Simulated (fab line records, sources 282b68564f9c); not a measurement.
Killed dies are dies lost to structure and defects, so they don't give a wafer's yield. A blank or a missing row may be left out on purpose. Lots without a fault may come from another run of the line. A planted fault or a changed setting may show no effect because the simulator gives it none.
fab line records | flow rit_cmos
record lots=5 wafers=15 last_day=7
route steps=202 shown PLDD@120 SPACER@125 NSD@131
lots that met no fault: from a run of the same line without faults
start_h: hours from the record's first day to the start of the lot's first wafer shown | wait_h: hours since the lot's step before | " the same as in the row above | L1.1+2: a row that stands for several wafers | - no value, or no start given | * or withheld: withheld | < > ~ a bound
route shown NAME@n: a module of which the file shows steps, and the number in the route of the first | usual: mean/standard deviation of fault-free wafers | same: alike in all rows | chamber/n: place in a boat | sites: the reading at each site | _std_site: their standard deviation | _edge_site: outer sites' mean less inner sites' | radius_mm: how far each site lies from the wafer's centre | mask NAME#n: copy n | behind: the tool/chamber that last shaped the wafer | hold: why the lot was held/for how many hours/how that ended | device: the transistor (n, p or np) that didn't switch | end of line: the same wafers' tests at the end of the route | a step without rows: its recipe alone | killed: dies lost to structure and defects at the first sort, not the wafer's yield | map: a wafer's dies, x killed, . not, _ none there
set.NAME: the setting as run; set.NAME@STEP: as run at that earlier step | model.NAME: the simulator's own value behind a step, which no gauge read
lots at some steps of the route; a table a step, a row a wafer
services: from which hour (start_h, from the record's first day; less than 0 if before it) a tool's chamber was out of use, for how many hours, and why
## steps
# step RIT_PLDD_OVL_MEAS_06
# usual PLDD_OVL=0.0/1.4
# columns lot.wafer tool chamber start_h wait_h PLDD_OVL[nm]
L077.1 overlay-01 - 63.44 - 2.4
L077.4 " - " " 0.8
L077.5 " - " " 0.4
L085.2 overlay-02 - 101.46 - 0.0
L085.4 " - " " -0.2
L085.6 " - " " 1.0
L086.2 overlay-01 - 106.05 - 2.3
L086.3 " - " " 1.4
L086.4 " - " " -0.4
L088.2 overlay-02 - 116.47 - -2.3
L088.5 " - " " -1.3
L088.6 " - " " -1.0
L096.3 overlay-02 - 154.87 - -0.4
L096.4 " - " " 1.5
L096.5 " - " " 0.3
# step RIT_PLDD_HARDBAKE_07
# recipe resist=NOVOLAK temp_c=140 time_s=60
# columns lot.wafer tool chamber start_h wait_h
L077.1+4+5 litho_track-04 0 63.47 0.0
L085.2+4+6 litho_track-03 0 101.52 0.0
L086.2+3+4 litho_track-03 0 106.11 0.0
L088.2+5+6 litho_track-04 0 116.53 0.0
L096.3+4+5 litho_track-01 0 154.95 0.1
# step RIT_PLDD_IMPLANT_08
# recipe species=BF2 energy_kev=20 dose_cm2=9e+14 tilt_deg=7
# same implant_ion_amu=49
# columns lot.wafer tool chamber start_h wait_h
L077.1+4+5 implanter-01 0 63.62 0.1
L085.2+4+6 implanter-01 0 101.67 0.1
L086.2+3+4 implanter-01 0 106.26 0.1
L088.2+5+6 implanter-04 0 116.68 0.1
L096.3+4+5 implanter-03 0 155.10 0.1
# step RIT_PLDD_STRIP_09
# recipe chemistry=O2 time_s=180 resist=NOVOLAK platen_temp_c=withheld power_w=500 pressure_mtorr=4000 o2_flow_sccm=4000
# usual drypump_motor_current_A=5.4/0.37
# columns lot.wafer tool chamber start_h wait_h drypump_motor_current_A rf_hours_counter_h
L077.1 plasma_asher-02 1 63.77 0.1 4.9 41
L077.4 " 0 " " 5.6 -
L077.5 " 1 " " 4.9 -
L085.2 plasma_asher-03 1 101.79 0.1 5.5 46
L085.4 " 1 " " 5.5 -
L085.6 " 0 " " 5.2 -
L086.2 plasma_asher-02 0 106.38 0.1 5.6 45
L086.3 " 0 " " 5.6 -
L086.4 " 1 " " 4.9 -
L088.2 plasma_asher-04 0 116.80 0.1 6.1 33
L088.5 " 0 " " 6.1 -
L088.6 " 1 " " 5.3 -
L096.3 plasma_asher-02 0 155.26 0.1 5.6 -
L096.4 " 1 " " 4.9 -
L096.5 " 0 " " 5.6 -
# step RIT_PLDD_TW_MEAS_10
# usual PLDD_TW=2348/13
# columns lot.wafer tool chamber start_h wait_h PLDD_TW
L077.1 film_metro-03 - 63.95 0.1 2327
L077.4 " - " " 2332
L077.5 " - " " 2341
L085.2 film_metro-04 - 101.98 0.1 2344
L085.4 " - " " 2349
L085.6 " - " " 2343
L086.2 film_metro-04 - 106.57 0.1 2341
L086.3 " - " " 2349
L086.4 " - " " 2342
L088.2 film_metro-04 - 116.99 0.1 2351
L088.5 " - " " 2342
L088.6 " - " " 2351
L096.3 film_metro-03 - 155.39 0.1 2343
L096.4 " - " " 2347
L096.5 " - " " 2340
# step RIT_SPACER_CLEAN_00
# recipe chemistry=SC1 mix=3:3:50 time_s=600 temp_c=75
# columns lot.wafer tool chamber start_h wait_h
L077.1+4+5 wet_bench-02 0 64.01 0.1
L085.2+4+6 wet_bench-02 0 102.03 0.0
L086.2+3+4 wet_bench-03 0 106.62 0.0
L088.2+5+6 wet_bench-03 2 117.04 0.0
L096.3+4+5 wet_bench-03 3 155.43 0.0
# step RIT_SPACER_CLEAN_01
# recipe chemistry=dHF dilution=50:1 time_s=30
# columns lot.wafer tool chamber start_h wait_h
L077.1+4+5 wet_bench-03 1 64.18 0.0
L085.2+4+6 wet_bench-01 1 102.20 0.0
L086.2+3+4 wet_bench-02 2 106.79 0.0
L088.2+5+6 wet_bench-01 1 117.21 0.0
L096.3+4+5 wet_bench-03 2 155.61 0.0
# step RIT_SPACER_CLEAN_02
# recipe chemistry=SC2 mix=3:3:50 time_s=600 temp_c=75 dry=n2_spin
# columns lot.wafer tool chamber start_h wait_h
L077.1+4+5 wet_bench-02 2 64.22 0.0
L085.2+4+6 wet_bench-03 0 102.22 0.0
L086.2+3+4 wet_bench-03 3 106.81 0.0
L088.2+5+6 wet_bench-02 1 117.23 0.0
L096.3+4+5 wet_bench-02 0 155.63 0.0
# step RIT_SPACER_CVD_03
# recipe material=Si3N4 target_thk_nm=250 temp_c=810 precursor=SiH2Cl2/NH3 time_s=3300 pressure_mtorr=300 sih2cl2_flow_sccm=60 nh3_flow_sccm=150
# usual susceptor_temp_C=810.1/0.38 zone_power_centre_pct=36/3.5
# columns lot.wafer tool chamber start_h wait_h susceptor_temp_C zone_power_centre_pct
L077.1 lpcvd-02 0 64.39 0.0 810.3 42
L077.4 " 0 " " 810.3 43
L077.5 " 0 " " 810.3 42
L085.2 lpcvd-01 1 106.00 3.6 809.7 35
L085.4 " 1 " " 810.0 36
L085.6 " 1 " " 809.9 35
L086.2 lpcvd-01 0 107.92 0.9 810.3 32
L086.3 " 0 " " 809.4 33
L086.4 " 0 " " 810.4 33
L088.2 lpcvd-02 1 117.57 0.2 810.6 42
L088.5 " 1 " " 810.5 41
L088.6 " 1 " " 810.5 42
L096.3 lpcvd-01 1 156.66 0.9 810.6 35
L096.4 " 1 " " 810.2 35
L096.5 " 1 " " 810.4 35
# step RIT_SPACER_THK_MEAS_04
# recipe reads=Si3N4_of_SPACER_CVD_03
# usual SPACER_NITRIDE_THK=251.7/2.5
# columns lot.wafer tool chamber start_h wait_h SPACER_NITRIDE_THK[nm]
L077.1 film_metro-02 - 66.31 0.0 245.5
L077.4 " - " " 245.4
L077.5 " - " " 247.1
L085.2 film_metro-04 - 107.93 0.0 252.9
L085.4 " - " " 252.1
L085.6 " - " " 252.6
L086.2 film_metro-01 - 109.85 0.0 253.7
L086.3 " - " " 250.8
L086.4 " - " " 253.1
L088.2 film_metro-04 - 119.49 0.0 252.5
L088.5 " - " " 254.1
L088.6 " - " " 253.3
L096.3 film_metro-02 - 158.60 0.0 250.6
L096.4 " - " " 250.7
L096.5 " - " " 248.7
# step RIT_SPACER_ETCHBACK_05
# recipe target_depth_a=2500 SF6_flow_sccm=30 CHF3_flow_sccm=30 target=Si3N4 chemistry=SF6/CHF3 pressure_mtorr=40 rf_w=250 time_s=240 stop_on=SiO2
# usual drypump_motor_current_A=5.8/0.36 oes_product_au=0.849/0.015 throttle_valve_pct=10.35/0.19
# columns lot.wafer tool chamber start_h wait_h drypump_motor_current_A oes_product_au rf_hours_counter_h throttle_valve_pct
L077.1 rie_diel-02 1 66.37 0.1 6.0 0.824 20 9.96
L077.4 " 2 " " 5.7 0.833 63 10.20
L077.5 " 0 " " 6.2 0.852 - 10.26
L085.2 rie_diel-04 0 107.98 0.0 6.0 0.847 91 10.48
L085.4 " 3 " " 5.8 0.843 54 10.20
L085.6 " 2 " " 5.4 0.869 - 10.21
L086.2 rie_diel-01 2 109.90 0.0 6.0 0.872 143 10.24
L086.3 " 1 " " 5.4 0.871 47 10.32
L086.4 " 3 " " 5.3 0.859 23 10.61
L088.2 rie_diel-04 0 119.54 0.0 6.0 0.855 92 10.48
L088.5 " 3 " " 5.8 0.836 - 10.19
L088.6 " 0 " " 6.0 0.849 - 10.48
L096.3 rie_diel-02 3 158.64 0.0 5.8 0.818 97 10.43
L096.4 " 1 " " 6.1 0.846 22 9.97
L096.5 " 2 " " 5.7 0.840 - 10.22
# step RIT_NSD_HMDS_00
# recipe prime_time_s=60 prime_temp_c=140
# usual prime_temp_c=139.98/0.15
# columns lot.wafer tool chamber start_h wait_h prime_temp_c
L077.1 litho_track-02 0 66.52 0.1 139.94
L077.4 " 0 " " 140.15
L077.5 " 0 " " 140.00
L085.2 litho_track-04 0 108.15 0.1 140.17
L085.4 " 0 " " 140.22
L085.6 " 0 " " 140.07
L086.2 litho_track-02 0 110.14 0.2 140.09
L086.3 " 0 " " 140.20
L086.4 " 0 " " 140.10
L088.2 litho_track-04 0 119.72 0.1 139.97
L088.5 " 0 " " 140.02
L088.6 " 0 " " 140.00
L096.3 litho_track-01 0 158.84 0.1 140.15
L096.4 " 0 " " 139.92
L096.5 " 0 " " 139.98
# step RIT_NSD_COAT_01
# recipe resist=NOVOLAK spin_rpm=3250 resist_thk_nm=1000
# columns lot.wafer tool chamber start_h wait_h
L077.1+4+5 litho_track-02 0 66.67 0.1
L085.2+4+6 litho_track-04 0 108.30 0.1
L086.2+3+4 litho_track-02 0 110.29 0.1
L088.2+5+6 litho_track-04 0 119.87 0.1
L096.3+4+5 litho_track-01 0 158.99 0.1
# step RIT_NSD_SOFTBAKE_02
# recipe resist=NOVOLAK temp_c=90 time_s=60
# columns lot.wafer tool chamber start_h wait_h
L077.1+4+5 litho_track-02 0 66.82 0.1
L085.2+4+6 litho_track-04 0 108.45 0.1
L086.2+3+4 litho_track-02 0 110.44 0.1
L088.2+5+6 litho_track-04 0 120.02 0.1
L096.3+4+5 litho_track-01 0 159.14 0.1
# step RIT_NSD_EXPOSE_03
# recipe mask_id=M9 na=0.57 target_cd_nm=40700 dose_mj=250
# columns lot.wafer tool chamber start_h wait_h mask
L077.1+4+5 iline_stepper-01 0 67.09 0.2 M9#0
L085.2+4+6 iline_stepper-02 0 108.72 0.2 M9#0
L086.2+3+4 iline_stepper-02 0 110.58 0.1 M9#0
L088.2+5+6 iline_stepper-02 0 120.29 0.2 M9#0
L096.3+4+5 iline_stepper-02 0 159.52 0.4 M9#0
# step RIT_NSD_PEB_04
# recipe resist=NOVOLAK temp_c=withheld time_s=withheld
# columns lot.wafer tool chamber start_h wait_h
L077.1+4+5 litho_track-01 0 67.21 0.1
L085.2+4+6 litho_track-01 0 108.85 0.1
L086.2+3+4 litho_track-01 0 110.70 0.1
L088.2+5+6 litho_track-04 0 120.41 0.1
L096.3+4+5 litho_track-01 0 159.65 0.1
# step RIT_NSD_DEVELOP_05
# recipe resist=NOVOLAK develop_time_s=50 dev_temp_c=23
# columns lot.wafer tool chamber start_h wait_h
L077.1+4+5 litho_track-01 0 - -
L085.2+4+6 litho_track-01 0 - -
L086.2+3+4 litho_track-01 0 - -
L088.2+5+6 litho_track-04 0 - -
L096.3+4+5 litho_track-01 0 - -
# step RIT_NSD_OVL_MEAS_06
# usual NSD_OVL=0.0/1.5
# columns lot.wafer tool chamber start_h wait_h NSD_OVL[nm]
L077.1 overlay-01 - 67.49 - 2.8
L077.4 " - " " -0.6
L077.5 " - " " 1.3
L085.2 overlay-01 - 109.11 - 1.5
L085.4 " - " " 0.4
L085.6 " - " " -1.2
L086.2 overlay-02 - 110.97 - 0.3
L086.3 " - " " 1.2
L086.4 " - " " 0.6
L088.2 overlay-01 - 120.67 - 1.2
L088.5 " - " " 1.5
L088.6 " - " " 3.0
L096.3 overlay-01 - 159.89 - -1.6
L096.4 " - " " -1.8
L096.5 " - " " -1.6
# step RIT_NSD_HARDBAKE_07
# recipe resist=NOVOLAK temp_c=140 time_s=60
# columns lot.wafer tool chamber start_h wait_h
L077.1+4+5 litho_track-04 0 67.53 0.0
L085.2+4+6 litho_track-02 0 109.17 0.0
L086.2+3+4 litho_track-02 0 111.02 0.0
L088.2+5+6 litho_track-04 0 120.73 0.0
L096.3+4+5 litho_track-04 0 160.00 0.1
# step RIT_NSD_IMPLANT_08
# recipe species=P energy_kev=25 dose_cm2=1e+15 tilt_deg=7
# same implant_ion_amu=31
# columns lot.wafer tool chamber start_h wait_h
L077.1+4+5 implanter-04 0 67.68 0.1
L085.2+4+6 implanter-02 0 109.32 0.1
L086.2+3+4 implanter-02 0 111.17 0.1
L088.2+5+6 implanter-04 0 120.88 0.1
L096.3+4+5 implanter-04 0 160.15 0.1
## services
# columns tool chamber start_h hours kind
iline_stepper-02 0 39.55 - calibration
wet_bench-01 - 41.14 2.9 repair
rie_diel-01 - 54.27 2.8 pm
rie_diel-01 1 57.85 2.4 repair
implanter-03 - 67.24 5.5 repair
iline_stepper-02 - 72.14 4.4 pm
implanter-04 - 72.57 1.8 repair
plasma_asher-02 - 75.76 0.5 repair
rie_diel-01 2 78.85 6.7 repair
lpcvd-02 - 79.42 28.1 pm
implanter-04 - 81.14 3.6 pm
rie_diel-04 - 91.95 0.8 repair
iline_stepper-02 - 102.30 0.7 repair
rie_diel-01 2 117.91 7.0 repair
plasma_asher-02 - 124.14 9.8 repair
implanter-02 - 128.18 0.7 repair
rie_diel-01 - 129.66 14.6 pm
implanter-04 - 132.80 1.8 repair
rie_diel-04 1 142.23 5.8 repair
rie_diel-04 - 146.34 1.0 repair
iline_stepper-01 0 155.08 - calibration
iline_stepper-02 - 156.60 1.7 pm
iline_stepper-01 - 158.26 1.7 pm
## key
fault none
